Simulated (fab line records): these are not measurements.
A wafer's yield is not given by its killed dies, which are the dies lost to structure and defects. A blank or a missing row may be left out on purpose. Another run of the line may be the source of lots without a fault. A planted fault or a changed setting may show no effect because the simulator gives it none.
Comparing a struck lot with a sound one | flow ritCmos | 43 steps out of a route of 202
Sound: these wafers, L185.1, L185.4, L185.6. Wafers L182.4, L182.5, L182.6 were the ones struck. The cause is named last.
For every step that has rows: the tool of each side, followed by ch and its chambers, followed by its first start. Under that, the readings that differ: sound wafers | struck wafers | difference of the means | sigmas: that difference in standard deviations of wafers without a fault.
alike: readings with means less than 2 such deviations apart, plus words and numbers identical on both sides. not compared: withheld readings, readings lacking a value on some wafer, bounds such as >300 that could conceal the same value, and numbers that have no deviation in the record and whose values overlap.
The two part at a step that has a row with sigmas, a row that says differs or no value, or rows on one side only. When numbers do not overlap yet have no deviation, they are printed without sigmas and do not part them. Lack of a reading on every wafer of one side parts them only where that side has two or more wafers.

RIT_NLDD_TW_MEAS_10:
  sound: filmMetro-01 at day 5 16:52; struck: filmMetro-02 at day 5 02:25
  alike: NLDD_TW
then, 6 steps without rows for these wafers: RIT_PLDD_HMDS_00 (prime time 60 s); RIT_PLDD_COAT_01 (resist thk 1000 nm); RIT_PLDD_SOFTBAKE_02 (time 60 s); RIT_PLDD_EXPOSE_03 (exposes mask M8, target cd 40900 nm); RIT_PLDD_PEB_04; RIT_PLDD_DEVELOP_05 (develop time 48.6 s).
RIT_PLDD_OVL_MEAS_06:
  sound: overlay-02 at day 5 17:47; struck: overlay-02 at day 5 03:19
  alike: PLDD_OVL
then, 2 steps without rows for these wafers: RIT_PLDD_HARDBAKE_07 (time 60 s); RIT_PLDD_IMPLANT_08.
RIT_PLDD_STRIP_09: strips in O2, time 180 s.
  sound on plasmaAsher-02 ch 0,1, day 5 18:07; struck on plasmaAsher-03 ch 0,1, day 5 03:41
  alike: drypumpMotorCurrentA
  not compared: rfHoursCounterH
RIT_PLDD_TW_MEAS_10:
  sound: filmMetro-03 at day 5 18:17; struck: filmMetro-02 at day 5 03:50
  alike: PLDD_TW
RIT_SPACER_CLEAN_00: cleans in SC1, time 600 s.
  sound on wetBench-04 ch 1, day 5 18:21; struck on wetBench-04 ch 3, day 5 03:52
then, 3 steps without rows for these wafers: RIT_SPACER_CLEAN_01 (cleans in dHF, time 30 s); RIT_SPACER_CLEAN_02 (cleans in SC2, time 600 s); RIT_SPACER_CVD_03 (deposits Si3N4 from SiH2Cl2/NH3, target thk 250 nm, time 3300 s).
RIT_SPACER_THK_MEAS_04:
  sound: filmMetro-02 at day 5 20:38; struck: filmMetro-01 at day 5 06:13
reading                 | sound             | struck            | difference | sigmas
SPACER_NITRIDE_THK (nm) | 247.2 249.4 247.7 | 254.5 255.0 255.3 | +6.8       | +2
RIT_SPACER_ETCHBACK_05: etches Si3N4 in SF6/CHF3, stops on SiO2, target depth 250 nm, time 240 s.
  sound on rieDiel-01 ch 0,2, day 5 20:42; struck on rieDiel-02 ch 1,2, day 5 06:14
reading              | sound             | struck            | difference | sigmas
throttleValvePct (%) | 10.45 10.47 10.46 | 10.06 10.09 10.24 | -0.33      | -2
  alike: drypumpMotorCurrentA, oesProductAu
  not compared: rfHoursCounterH
then, 6 steps without rows for these wafers: RIT_NSD_HMDS_00 (prime time 60 s); RIT_NSD_COAT_01 (resist thk 1000 nm); RIT_NSD_SOFTBAKE_02 (time 60 s); RIT_NSD_EXPOSE_03 (exposes mask M9, target cd 40700 nm); RIT_NSD_PEB_04; RIT_NSD_DEVELOP_05 (develop time 50 s).
RIT_NSD_OVL_MEAS_06:
  sound: overlay-02 at day 5 21:49; struck: overlay-02 at day 5 07:23
  alike: NSD_OVL
then, 2 steps without rows for these wafers: RIT_NSD_HARDBAKE_07 (time 60 s); RIT_NSD_IMPLANT_08.
RIT_NSD_STRIP_09: strips in O2, time 180 s.
  sound on plasmaAsher-01 ch 0,1, day 5 22:10; struck on plasmaAsher-04 ch 0,1, day 5 07:46
  alike: drypumpMotorCurrentA
  not compared: rfHoursCounterH
RIT_NSD_TW_MEAS_10:
  sound: filmMetro-01 at day 5 22:20; struck: filmMetro-02 at day 5 07:55
  alike: NSD_TW
then, 6 steps without rows for these wafers: RIT_PSD_HMDS_00 (prime time 60 s); RIT_PSD_COAT_01 (resist thk 1000 nm); RIT_PSD_SOFTBAKE_02 (time 60 s); RIT_PSD_EXPOSE_03 (exposes mask M10, target cd 40900 nm); RIT_PSD_PEB_04; RIT_PSD_DEVELOP_05 (develop time 51.76 s).
RIT_PSD_OVL_MEAS_06:
  sound: overlay-02 at day 5 23:22; struck: overlay-01 at day 5 09:08
  alike: PSD_OVL
then, 2 steps without rows for these wafers: RIT_PSD_HARDBAKE_07 (time 60 s); RIT_PSD_IMPLANT_08.
RIT_PSD_STRIP_09: strips in O2, time 180 s.
  sound on plasmaAsher-04 ch 0,1, day 6 00:01; struck on plasmaAsher-01 ch 0,1, day 5 09:30
  alike: drypumpMotorCurrentA
  not compared: rfHoursCounterH
RIT_PSD_TW_MEAS_10:
  sound: filmMetro-02 at day 6 00:11; struck: filmMetro-01 at day 5 09:39
  alike: PSD_TW
then, 2 steps without rows for these wafers: RIT_SDANNEAL_CLEAN_00 (cleans in SC1, time 600 s); RIT_SDANNEAL_CLEAN_01 (cleans in dHF, time 30 s).
RIT_M1_PROBE_99:
  sound: prober-02 at day 6 08:16; struck: prober-02 at day 5 17:53
reading          | sound   | struck   | difference | sigmas
killedAtFrontEnd | 11 10 6 | 29 24 27 | +18        | +5
killedDies       | 11 10 6 | 29 24 27 | +18        | +5
killedOnRim      | 1 2 1   | 10 8 11  | +8         | +6
killedShort      | 7 7 5   | 3 0 1    | -5         | -2
  alike: killedOpen

## WHERE THEY PART
Last at RIT_M1_PROBE_99 as far as this record goes, first at RIT_SPACER_THK_MEAS_04.

WHY: the cause the simulator had injected
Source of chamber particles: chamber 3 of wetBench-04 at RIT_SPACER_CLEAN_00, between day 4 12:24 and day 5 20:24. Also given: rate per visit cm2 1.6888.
